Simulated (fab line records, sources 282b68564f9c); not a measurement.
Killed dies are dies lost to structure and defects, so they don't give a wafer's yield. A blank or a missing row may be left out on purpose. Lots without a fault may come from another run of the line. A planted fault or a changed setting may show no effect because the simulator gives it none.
A struck lot beside a sound one | flow rit_cmos | 17 steps out of a route of 202
Sound: wafers L964.2, L964.5, L964.6. Struck: wafers L974.2, L974.4, L974.5. The cause comes at the end.
At each step with rows: each side's tool, then ch and its chambers, then its first start. Under that, the readings that differ: sound wafers | struck wafers | difference of the means | sigmas: that difference in standard deviations of wafers without a fault.
alike: readings whose means differ by less than 2 such deviations, and words and numbers that are the same on both sides. not compared: withheld readings, readings that some wafer has no value for, bounds like >300 that may hide the same value, and numbers for which the record gives no deviation and whose values overlap.
The two part at a step that has a row with sigmas, a row that says differs or no value, or rows on one side only. Numbers that don't overlap but have no deviation are shown without sigmas and don't part them. A reading that every wafer of one side lacks parts them only if that side has two wafers or more.

RIT_PWELL_TW_MEAS_10:
  sound on film_metro-04, day 3 21:37; struck on film_metro-04, day 6 06:22
  alike: PWELL_TW
then, 1 step without rows for these wafers: RIT_WELLDRIVE_ANNEAL_00 (time 14700 s).
RIT_WELLDRIVE_RS_MEAS_01: measures by four-point-probe.
  sound on film_metro-02, day 4 03:36; struck on film_metro-02, day 6 11:52
  alike: NWELL_RS
RIT_WELLDRIVE_RS_MEAS_02: measures by four-point-probe.
  sound on film_metro-02, day 4 03:43; struck on film_metro-02, day 6 11:59
  alike: PWELL_RS
then, 6 steps without rows for these wafers: RIT_NRETRO_HMDS_00 (prime time 60 s); RIT_NRETRO_COAT_01 (resist thk 1300 nm); RIT_NRETRO_SOFTBAKE_02 (time 60 s); RIT_NRETRO_EXPOSE_03 (exposes mask M4, target cd 43900 nm); RIT_NRETRO_PEB_04; RIT_NRETRO_DEVELOP_05 (develop time 68 s).
RIT_NRETRO_OVL_MEAS_06:
  sound on overlay-02, day 4 04:43; struck on overlay-01, day 6 13:11
  alike: NRETRO_OVL
then, 1 step without rows for these wafers: RIT_NRETRO_HARDBAKE_07 (time 120 s).
RIT_NRETRO_IMPLANT_08:
  sound on implanter-01 ch 0, day 4 05:01; struck on implanter-03 ch 0, day 6 13:29
  reading            | sound                      | struck                        | difference | sigmas
  dose_ions_cm2      | 9.992e+12 1e+13 1.0009e+13 | 8.797e+12 8.822e+12 8.803e+12 | -1.193e+12 | -99 or more
  faraday_current_uA | 32.1 32.0 31.1             | 28.0 28.6 27.5                | -3.7       | -6
  alike: end_station_pressure_torr
RIT_NRETRO_STRIP_09: strips in O2, time 180 s.
  sound on plasma_asher-04 ch 0,1, day 4 05:08; struck on plasma_asher-01 ch 0,1, day 6 13:37
  alike: chamber_pressure_mTorr, drypump_motor_current_A
  not compared: rf_hours_counter_h
RIT_NRETRO_TW_MEAS_10:
  sound on film_metro-01, day 4 05:20; struck on film_metro-01, day 6 13:48
  reading   | sound          | struck         | difference | sigmas
  NRETRO_TW | 1038 1035 1042 | 1003 1009 1007 | -32        | -3
then, 1 step without rows for these wafers: RIT_PRETRO_HMDS_00 (prime time 60 s).
RIT_M1_PROBE_99:
  sound on prober-01, day 5 11:11; struck on prober-01, day 8 03:28
  reading                             | sound                   | struck                  | difference | sigmas
  model.etest.cap_p_gate.c_min_ff_um2 | 2.328 2.318 2.323       | 2.288 2.262 2.308       | -0.037     |
  model.etest.pmos_narrow.vt_v (V)    | -0.4905 -0.4972 -0.4976 | -0.4459 -0.4617 -0.4409 | +0.0456    |
  model.etest.pmos_0p3.vt_sat_v (V)   | -0.4933 -0.5013 -0.4983 | -0.4489 -0.4681 -0.4459 | +0.0433    |
  alike: killed_at_M0_to_M3, killed_at_contacts, killed_at_front_end, killed_dies, killed_open, killed_short

WHERE THEY PART
First at RIT_NRETRO_IMPLANT_08; last, within this record, at RIT_NRETRO_TW_MEAS_10. Later steps at which nothing parts them and some readings are alike: RIT_M1_PROBE_99.

WHY: what the simulator had put in
Process parameter drift: implanter-03, from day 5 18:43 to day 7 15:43, at RIT_NRETRO_IMPLANT_08. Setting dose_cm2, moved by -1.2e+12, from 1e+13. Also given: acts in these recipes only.
